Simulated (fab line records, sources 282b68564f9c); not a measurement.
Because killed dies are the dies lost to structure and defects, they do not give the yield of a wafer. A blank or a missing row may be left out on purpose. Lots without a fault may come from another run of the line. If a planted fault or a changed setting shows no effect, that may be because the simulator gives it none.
Code-filled problem report in 8D (eight disciplines) form / flow rit-cmos / the parts of the form that need people (team, actions taken, sign-off) are left out

## 1. THE PROBLEM
Wafers without a fault read 2600.0 nm, standard deviation 1.9; cd-nm at RIT_M1_CD_MEAS_09 reads a mean of 2529.1 nm on 6 wafers belonging to 2 lots. Measured from the usual mean, that is -37 standard deviations.
The step: target cd 2600 nm.
First observed at day 6 04:51: wafer L447.3, on cd-sem-02. Wafers with a number at this step in the record: 42, from 14 lots. The rule behind "out" and "out of limits": a value lying over 4 standard deviations away from the usual mean. Any other wafer with a number is counted as sound.

## 2. WHAT IT IS; WHAT IT IS NOT
question=which readings at this step | is=cd-nm | is not=-
question=which lots | is=L447, L448 | is not=L434, L435, L437, L438, L439, L440, L442, L443, L444, L452, L456, L457
question=which wafers of those lots | is=all that have a number | is not=-
question=read on which gauges | is=cd-sem-02 | is not=cd-sem-01
question=when | is=from day 6 04:51 | is not=up to then (27 sound wafers); but 9 sound wafers of L452, L456, L457 came after

## 3. SUSPECTS, AND WHAT RULES EACH OUT
Counting: a tool stays on the suspect list if, at a process step up to the reading, it processed all lots that are out and no sound lot following the first of them.
- the gauge at RIT_M1_CD_MEAS_09: kept. All the wafers that are out were read on cd-sem-02, and no step on other tools shows them out.
- litho-track-01 at RIT_M1_COAT_04 (resist thk 1300 nm): kept. It processed each lot that is out, first L447 at day 6 04:00, and no sound lot thereafter; up to then, the last sound lot it processed was L443 at day 5 10:03.
After counting, litho-track-01 at RIT_M1_COAT_04 and cd-sem-02 at RIT_M1_CD_MEAS_09 remain.

## 4. THE CAUSE (what the simulator had put in)
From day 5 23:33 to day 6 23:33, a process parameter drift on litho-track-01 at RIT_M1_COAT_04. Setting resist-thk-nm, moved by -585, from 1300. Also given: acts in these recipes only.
Counting left 2 suspects, and this tool is among them.

## 5. THE CHAIN OF EFFECTS, in route order
One row per reading whose mean, taken over the struck wafers that have a number, lies over 3 standard deviations from the usual. Scope: only readings with a usual standard deviation given in the record; hours: median across lots of the time from each lot's start at the first step in this table that gives one to its start at this step; sigmas: change in usual standard deviations.
hours=0; step=RIT_M1_CD_MEAS_09; reading=cd-nm; usual=2600.0 nm; on struck wafers=2529.1; change=-70.9; sigmas=-37

## 6. HOW IT WOULD HAVE BEEN CAUGHT EARLIER
The first out-of-limits reading at a measuring or inspecting step in this record came at day 6 04:51, 5 hours after the fault's start at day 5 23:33.
Of the lots that are out (2), L448 began RIT_M1_COAT_04 on litho-track-01 after day 6 04:51. Had the tool been put on hold then, it would have been spared.
